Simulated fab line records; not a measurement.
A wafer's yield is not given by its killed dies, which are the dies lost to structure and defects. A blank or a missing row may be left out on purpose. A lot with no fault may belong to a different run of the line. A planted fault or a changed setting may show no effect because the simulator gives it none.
Chamber matching :: flow berkeley_cmos170 :: wet_bench-04 running UCB170_FIELD_WET_ETCH_04: 3 sister chambers
The step etches SiO2 in dHF, time 60 s. 6 wafers are shown with their chamber, then 8 later ones without.

== WAFERS WITH THEIR CHAMBER ==
wafer: L151.6
chamber: 1
run_length_s (s): 87.7

wafer: L153.3
chamber: 3
run_length_s (s): 86.6

wafer: L153.5
chamber: 3
run_length_s (s): 86.6

wafer: L155.2
chamber: 2
run_length_s (s): 85.3

wafer: L155.3
chamber: 2
run_length_s (s): 85.3

wafer: L156.1
chamber: 1
run_length_s (s): 87.1

== WAFERS WITHOUT THEIR CHAMBER ==
wafer: L156.2
run_length_s (s): 87.1

wafer: L156.5
run_length_s (s): 87.1

wafer: L157.3
run_length_s (s): 85.1

wafer: L157.4
run_length_s (s): 85.1

wafer: L157.5
run_length_s (s): 85.1

wafer: L158.1
run_length_s (s): 85.2

wafer: L158.2
run_length_s (s): 85.2

wafer: L158.3
run_length_s (s): 85.2

== WHICH CHAMBER EACH WENT THROUGH ==
wafer: L156.2
from the rows above: can't be placed: 1 or 3
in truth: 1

wafer: L156.5
from the rows above: can't be placed: 1 or 3
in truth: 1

wafer: L157.3
from the rows above: 2
in truth: 2

wafer: L157.4
from the rows above: 2
in truth: 2

wafer: L157.5
from the rows above: 2
in truth: 2

wafer: L158.1
from the rows above: 2
in truth: 2

wafer: L158.2
from the rows above: 2
in truth: 2

wafer: L158.3
from the rows above: 2
in truth: 2
Correct placement for 6 of the 8. Unplaceable from these rows: 2, with the true chamber sitting among the candidates in 2. Placed wrongly: 0.
How it was worked out, from the rows above alone: a wafer's distance from a chamber is the root of the sum, over the readings, of the square of ((its reading less the chamber's mean) divided by the reading's scatter). If the next closest chamber is less than 2 further off than the closest, the wafer can't be placed; otherwise it belongs to the closest. The mean given for a chamber averages the wafers shown for that chamber. How the scatter is found: for the shown wafers, subtract from each reading the mean of its chamber, square and add these, divide the total by (wafers less chambers), then take the root.
